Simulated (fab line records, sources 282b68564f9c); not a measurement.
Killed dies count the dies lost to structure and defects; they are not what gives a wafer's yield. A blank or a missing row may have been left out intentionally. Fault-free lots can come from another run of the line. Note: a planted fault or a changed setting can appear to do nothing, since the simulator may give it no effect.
What tool caused it? + flow rit cmos + route of 202 steps, sampled at 1 step: 14 lots, 42 wafers

## WHAT THE GAUGES READ, wafer by wafer
The record holds no reading of a measuring or inspecting step that can be judged against a usual standard deviation.

## WHAT TOOL EACH LOT RAN ON (gives the tool, then ch and the chambers of the sampled wafers, and finally the start)
| lot  | RIT_ACTIVE_EXPOSE_08               |
|------|------------------------------------|
| L759 | iline stepper-02 ch 0, day 1 15:00 |
| L760 | iline stepper-01 ch 0, day 1 20:17 |
| L761 | iline stepper-01 ch 0, day 2 00:52 |
| L762 | iline stepper-02 ch 0, day 2 06:56 |
| L767 | iline stepper-01 ch 0, day 3 06:02 |
| L770 | iline stepper-01, day 3 22:44      |
| L771 | iline stepper-02, day 4 02:14      |
| L774 | iline stepper-02 ch 0, day 4 20:43 |
| L777 | iline stepper-02 ch 0, day 5 08:20 |
| L778 | iline stepper-01 ch 0, day 5 15:44 |
| L779 | iline stepper-01 ch 0, day 5 18:47 |
| L780 | iline stepper-02 ch 0, day 5 23:19 |
| L781 | iline stepper-02 ch 0, day 6 05:06 |
| L782 | iline stepper-02 ch 0, day 6 10:06 |
- RIT_ACTIVE_EXPOSE_08: exposes mask M1, target cd 1400 nm.

## WHAT THE TOOLS THEMSELVES READ (means of the sampled wafers that have a number; where no wafer has one, the mark that the record gives instead)
RIT_ACTIVE_EXPOSE_08. Usual: exposure dose mJ cm2 224.94, standard deviation 0.19; focus offset nm 0.0 nm, standard deviation 0.55.
| lot  | tool             | exposure dose mJ cm2 | focus offset nm (nm) | flag |
|------|------------------|----------------------|----------------------|------|
| L759 | iline stepper-02 | 225.21               | -0.3                 |      |
| L760 | iline stepper-01 | 224.82               | -0.2                 |      |
| L761 | iline stepper-01 | 224.82               | 0.1                  |      |
| L762 | iline stepper-02 | 225.01               | 0.6                  |      |
| L767 | iline stepper-01 | 224.80               | -0.2                 |      |
| L770 | iline stepper-01 | -                    | -                    | OFF  |
| L771 | iline stepper-02 | -                    | -                    | OFF  |
| L774 | iline stepper-02 | 224.77               | -0.2                 |      |
| L777 | iline stepper-02 | 225.07               | -0.6                 |      |
| L778 | iline stepper-01 | 225.19               | 0.4                  |      |
| L779 | iline stepper-01 | 224.79               | -0.2                 |      |
| L780 | iline stepper-02 | 225.14               | 0.6                  |      |
| L781 | iline stepper-02 | 225.04               | 0.3                  |      |
| L782 | iline stepper-02 | 225.07               | -0.2                 |      |

## THE ANSWER, worked out from the rows above alone
Rule: a lot is off if the mean of its wafers that have a number lies more than 3 standard deviations from the usual mean. Also off: a lot with no number at a reading for which 4 or more lots have one. Any other lot the step has rows for is counted as sound. Order of review: gauges by route order, followed by the tools' own readings, for which a lot's mean as printed above is used. At the first step where some lot is off, the reading lying furthest off is the one used; lots without a number count as furthest.
Off at RIT_ACTIVE_EXPOSE_08 (exposure dose mJ cm2): L770, L771. Without a number there: L770, L771.
If a tool, at that step or one of the process steps before it, ran each lot that is off and ran no sound lot following the first of them, it fits. No candidate that was tried fits.

## WHAT WAS PUT IN BY THE SIMULATOR
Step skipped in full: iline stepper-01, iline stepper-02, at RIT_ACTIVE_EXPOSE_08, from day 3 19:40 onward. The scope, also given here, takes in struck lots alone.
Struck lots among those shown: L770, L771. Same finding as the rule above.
